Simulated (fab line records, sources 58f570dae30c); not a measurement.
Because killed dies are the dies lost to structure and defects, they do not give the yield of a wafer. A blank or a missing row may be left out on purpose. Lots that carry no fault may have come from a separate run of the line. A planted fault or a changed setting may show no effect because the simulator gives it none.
Split-lot trial / flow berkeley_cmos170 / 23 wafers read from 5 lots, route of 331 steps

== THE SPLIT ==
At UCB170_ACTIVE_CVD_05 (deposits Si3N4 from SiH2Cl2/NH3, target thk 220 nm, time 3300 s), the setting time_s was moved away from the recipe's 3300 s on 20 of the 23 wafers read, by -10.3% to +13.8%. The other wafers ran this setting at the recipe's value.

Between the split and the reading, the file records no step.

== THE READING ==
Values of ACTIVE_NITRIDE_THK in nm from UCB170_ACTIVE_THK_MEAS_06. Typical for fault-free wafers on this fab line: 220.6 nm, with standard deviation 2.3 nm.

wafer=L074.1; tool, chamber at the split=-, -; time_s as run, s=2960; against the recipe=-10.3%; ACTIVE_NITRIDE_THK, nm=196.4; against lot-mates on the recipe=no lot-mate on the recipe
wafer=L074.2; tool, chamber at the split=-, -; time_s as run, s=2960; against the recipe=-10.3%; ACTIVE_NITRIDE_THK, nm=197.0; against lot-mates on the recipe=no lot-mate on the recipe
wafer=L074.4; tool, chamber at the split=-, -; time_s as run, s=2960; against the recipe=-10.3%; ACTIVE_NITRIDE_THK, nm=196.6; against lot-mates on the recipe=no lot-mate on the recipe
wafer=L074.5; tool, chamber at the split=-, -; time_s as run, s=2960; against the recipe=-10.3%; ACTIVE_NITRIDE_THK, nm=195.7; against lot-mates on the recipe=no lot-mate on the recipe
wafer=L074.6; tool, chamber at the split=-, -; time_s as run, s=2960; against the recipe=-10.3%; ACTIVE_NITRIDE_THK, nm=196.0; against lot-mates on the recipe=no lot-mate on the recipe
wafer=L075.1; tool, chamber at the split=-, -; time_s as run, s=2996; against the recipe=-9.2%; ACTIVE_NITRIDE_THK, nm=199.0; against lot-mates on the recipe=no lot-mate on the recipe
wafer=L075.2; tool, chamber at the split=-, -; time_s as run, s=2996; against the recipe=-9.2%; ACTIVE_NITRIDE_THK, nm=199.7; against lot-mates on the recipe=no lot-mate on the recipe
wafer=L075.3; tool, chamber at the split=-, -; time_s as run, s=2996; against the recipe=-9.2%; ACTIVE_NITRIDE_THK, nm=199.5; against lot-mates on the recipe=no lot-mate on the recipe
wafer=L075.5; tool, chamber at the split=-, -; time_s as run, s=2996; against the recipe=-9.2%; ACTIVE_NITRIDE_THK, nm=199.9; against lot-mates on the recipe=no lot-mate on the recipe
wafer=L075.6; tool, chamber at the split=-, -; time_s as run, s=2996; against the recipe=-9.2%; ACTIVE_NITRIDE_THK, nm=199.4; against lot-mates on the recipe=no lot-mate on the recipe
wafer=L076.1; tool, chamber at the split=-, -; time_s as run, s=3756; against the recipe=+13.8%; ACTIVE_NITRIDE_THK, nm=249.8; against lot-mates on the recipe=no lot-mate on the recipe
wafer=L076.2; tool, chamber at the split=-, -; time_s as run, s=3756; against the recipe=+13.8%; ACTIVE_NITRIDE_THK, nm=253.1; against lot-mates on the recipe=no lot-mate on the recipe
wafer=L076.3; tool, chamber at the split=-, -; time_s as run, s=3756; against the recipe=+13.8%; ACTIVE_NITRIDE_THK, nm=252.3; against lot-mates on the recipe=no lot-mate on the recipe
wafer=L076.4; tool, chamber at the split=-, -; time_s as run, s=3756; against the recipe=+13.8%; ACTIVE_NITRIDE_THK, nm=251.7; against lot-mates on the recipe=no lot-mate on the recipe
wafer=L076.5; tool, chamber at the split=-, -; time_s as run, s=3756; against the recipe=+13.8%; ACTIVE_NITRIDE_THK, nm=251.9; against lot-mates on the recipe=no lot-mate on the recipe
wafer=L078.1; tool, chamber at the split=-, -; time_s as run, s=2959; against the recipe=-10.3%; ACTIVE_NITRIDE_THK, nm=193.4; against lot-mates on the recipe=no lot-mate on the recipe
wafer=L078.2; tool, chamber at the split=-, -; time_s as run, s=2959; against the recipe=-10.3%; ACTIVE_NITRIDE_THK, nm=196.0; against lot-mates on the recipe=no lot-mate on the recipe
wafer=L078.4; tool, chamber at the split=-, -; time_s as run, s=2959; against the recipe=-10.3%; ACTIVE_NITRIDE_THK, nm=194.7; against lot-mates on the recipe=no lot-mate on the recipe
wafer=L078.5; tool, chamber at the split=-, -; time_s as run, s=2959; against the recipe=-10.3%; ACTIVE_NITRIDE_THK, nm=195.1; against lot-mates on the recipe=no lot-mate on the recipe
wafer=L078.6; tool, chamber at the split=-, -; time_s as run, s=2959; against the recipe=-10.3%; ACTIVE_NITRIDE_THK, nm=195.9; against lot-mates on the recipe=no lot-mate on the recipe
wafer=L080.4; tool, chamber at the split=lpcvd-02, 1; time_s as run, s=3300; against the recipe=recipe; ACTIVE_NITRIDE_THK, nm=223.6; against lot-mates on the recipe=-
wafer=L080.5; tool, chamber at the split=lpcvd-02, 1; time_s as run, s=3300; against the recipe=recipe; ACTIVE_NITRIDE_THK, nm=227.4; against lot-mates on the recipe=-
wafer=L080.6; tool, chamber at the split=lpcvd-02, 1; time_s as run, s=3300; against the recipe=recipe; ACTIVE_NITRIDE_THK, nm=225.4; against lot-mates on the recipe=-

THE FIT
A straight line over all 23 wafers: ACTIVE_NITRIDE_THK changes by +2.34 nm for each +1% of time_s; r = +1.00; the points scatter about the line by 2.3 nm.
Too few moved wafers with a lot-mate on the recipe to fit a line net of each lot's own level.

== THE WHOLE CHAIN: every reading that the file lists as answering this split, in the file's order ==
step=UCB170_ACTIVE_CVD_05; what it does=deposits Si3N4 from SiH2Cl2/NH3, target thk 220 nm, time 3300 s; reading=Si3N4_of_ACTIVE_CVD_05.thk_nm (the simulator's own value, which no gauge read); change (the file's fit)=+2.34 nm for each +1% of the setting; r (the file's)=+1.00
step=UCB170_ACTIVE_THK_MEAS_06; what it does=; reading=ACTIVE_NITRIDE_THK; change (the file's fit)=+2.34 for each +1% of the setting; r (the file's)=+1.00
step=UCB170_ACTIVE_ETCH_15; what it does=etches Si3N4 in CH3F/Ar/O2, stops on SiO2, target depth 242 nm, time 151 s; reading=etch.depth_nm (the simulator's own value, which no gauge read); change (the file's fit)=+1.94 nm for each +1% of the setting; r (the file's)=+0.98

== FILE'S OWN FIT ==
ACTIVE_NITRIDE_THK changes by +2.34 nm for each +1% of time_s, r = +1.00.
